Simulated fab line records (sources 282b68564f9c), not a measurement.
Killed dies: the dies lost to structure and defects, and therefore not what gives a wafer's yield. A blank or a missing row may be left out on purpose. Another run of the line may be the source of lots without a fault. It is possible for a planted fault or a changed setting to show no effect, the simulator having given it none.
A lot that was struck, set against a sound lot || flow rit cmos || 44 out of 202 route steps
Sound: the wafers L831.4, L831.5, L831.6. Wafers L844.1, L844.2, L844.6 were the ones struck. The cause comes at the end.
Each step with rows lists, per side, the tool, then ch with its chambers, then its first start. Under that, the readings that differ: sound wafers || struck wafers || difference of the means || sigmas: that difference in standard deviations of wafers without a fault.
alike: same words and numbers on both sides, and readings whose means sit less than 2 such deviations apart. not compared: any withheld reading, any reading some wafer has no value for, any bound like >300 that may hide the same value, and any number with overlapping values for which the record gives no deviation.
A row with sigmas, a row that says differs or no value, or rows on one side alone: a step with any of these is where the two part. Numbers that have no deviation but don't overlap get no sigmas and don't part them. A reading missing from all wafers of one side parts the sides only when that side holds two or more wafers.

first, 2 steps without rows for these wafers: RIT_NLDD_HARDBAKE_07 (time 60 s); RIT_NLDD_IMPLANT_08.
RIT_NLDD_STRIP_09: strips in O2, time 180 s.
  sound on plasma asher-04 ch 0,1, day 3 22:29; struck on plasma asher-03 ch 0,1, day 6 16:10
  alike: drypump motor current A, o2 flow sccm
  not compared: rf hours counter h
RIT_NLDD_TW_MEAS_10:
  struck on film metro-02, day 6 16:34; sound on film metro-01, day 3 22:38
  alike: NLDD_TW
then, 6 steps without rows for these wafers: RIT_PLDD_HMDS_00 (prime time 60 s); RIT_PLDD_COAT_01 (resist thk 1000 nm); RIT_PLDD_SOFTBAKE_02 (time 60 s); RIT_PLDD_EXPOSE_03 (exposes mask M8, target cd 40900 nm); RIT_PLDD_PEB_04; RIT_PLDD_DEVELOP_05 (develop time 50 s).
RIT_PLDD_OVL_MEAS_06:
  struck on overlay-02, day 6 17:30; sound on overlay-01, day 3 23:32
  alike: PLDD_OVL
then, 1 step without rows for these wafers: RIT_PLDD_HARDBAKE_07 (time 60 s).
RIT_PLDD_IMPLANT_08:
  sound on implanter-03 ch 0, day 3 23:46; struck on implanter-03 ch 0, day 6 17:42
  alike: tilt deg
RIT_PLDD_STRIP_09: strips in O2, time 180 s.
  sound on plasma asher-01 ch 0,1, day 3 23:54; struck on plasma asher-01 ch 0,1, day 6 17:51
  alike: drypump motor current A, o2 flow sccm
  not compared: rf hours counter h
RIT_PLDD_TW_MEAS_10:
  struck on film metro-04, day 6 18:01; sound on film metro-01, day 4 00:03
  alike: PLDD_TW
then, 4 steps without rows for these wafers: RIT_SPACER_CLEAN_00 (cleans in SC1, time 600 s); RIT_SPACER_CLEAN_01 (cleans in dHF, time 30 s); RIT_SPACER_CLEAN_02 (cleans in SC2, time 600 s); RIT_SPACER_CVD_03 (deposits Si3N4 from SiH2Cl2/NH3, target thk 250 nm, time 3232 s).
RIT_SPACER_THK_MEAS_04:
  struck on film metro-02, day 6 20:22; sound on film metro-03, day 4 02:25
  alike: SPACER_NITRIDE_THK
RIT_SPACER_ETCHBACK_05: etches Si3N4 in SF6/CHF3, stops on SiO2, target depth 250 nm, time 240 s.
  sound on rie diel-04 ch 0,2,3, day 4 02:26; struck on rie diel-03 ch 1,2, day 6 20:26
  alike: CHF3_flow_sccm, drypump motor current A, oes product au, throttle valve pct
  not compared: rf hours counter h
then, 6 steps without rows for these wafers: RIT_NSD_HMDS_00 (prime time 60 s); RIT_NSD_COAT_01 (resist thk 1000 nm); RIT_NSD_SOFTBAKE_02 (time 60 s); RIT_NSD_EXPOSE_03 (exposes mask M9, target cd 40700 nm); RIT_NSD_PEB_04; RIT_NSD_DEVELOP_05 (develop time 50 s).
RIT_NSD_OVL_MEAS_06:
  struck on overlay-02, day 6 21:56; sound on overlay-01, day 4 03:28
  alike: NSD_OVL
then, 2 steps without rows for these wafers: RIT_NSD_HARDBAKE_07 (time 60 s); RIT_NSD_IMPLANT_08.
RIT_NSD_STRIP_09: strips in O2, time 180 s.
  sound on plasma asher-03 ch 0,1, day 4 03:50; struck on plasma asher-03 ch 0,1, day 6 22:38
  alike: drypump motor current A, o2 flow sccm
  not compared: rf hours counter h
RIT_NSD_TW_MEAS_10:
  struck on film metro-01, day 6 22:48; sound on film metro-01, day 4 03:59
  alike: NSD_TW
then, 6 steps without rows for these wafers: RIT_PSD_HMDS_00 (prime time 60 s); RIT_PSD_COAT_01 (resist thk 1000 nm); RIT_PSD_SOFTBAKE_02 (time 60 s); RIT_PSD_EXPOSE_03 (exposes mask M10, target cd 40900 nm); RIT_PSD_PEB_04; RIT_PSD_DEVELOP_05 (develop time 50 s).
RIT_PSD_OVL_MEAS_06:
  struck on overlay-01, day 6 23:50; sound on overlay-02, day 4 04:54
  alike: PSD_OVL
then, 2 steps without rows for these wafers: RIT_PSD_HARDBAKE_07 (time 60 s); RIT_PSD_IMPLANT_08.
RIT_PSD_STRIP_09: strips in O2, time 180 s.
  sound on plasma asher-01 ch 0,1, day 4 05:20; struck on plasma asher-01 ch 0,1, day 7 00:10
  alike: drypump motor current A, o2 flow sccm
  not compared: rf hours counter h
RIT_SDANNEAL_RS_MEAS_06: measures by four-point-probe.
  struck on film metro-01, day 7 01:08; sound on film metro-01, day 4 06:19
{"reading": "PLDD_RS (ohm/sq)", "sound": "179.4 178.1 178.5", "struck": "182.2 182.4 182.0", "difference": "+3.5", "sigmas": "+7"}
RIT_M1_PROBE_99:
  struck on prober-02, day 7 09:52; sound on prober-01, day 4 15:57
{"reading": "model.etest.pldd.rs ohm sq range", "sound": "10.23 9.835 7.067", "struck": "38.65 37.26 39.95", "difference": "+29.58", "sigmas": ""}
{"reading": "model.etest.pldd.rs ohm sq rim less centre", "sound": "-4.879 -4.361 -3.48", "struck": "-13.03 -21.7 -10.22", "difference": -10.74, "sigmas": ""}
{"reading": "model.etest.pmos_0p15.drive ua um range", "sound": "5.644 4.443 4.955", "struck": "8.523 6.672 9.241", "difference": "+3.131", "sigmas": ""}
  alike: killed at contacts, killed at front end, killed dies, killed open, killed short
  not compared: model.etest.pmos_0p15.vt v range

WHERE THEY PART
Only at RIT_SDANNEAL_RS_MEAS_06, within this record. Later steps at which nothing parts them and some readings are alike: RIT_M1_PROBE_99.

WHY: what had been put in by the simulator
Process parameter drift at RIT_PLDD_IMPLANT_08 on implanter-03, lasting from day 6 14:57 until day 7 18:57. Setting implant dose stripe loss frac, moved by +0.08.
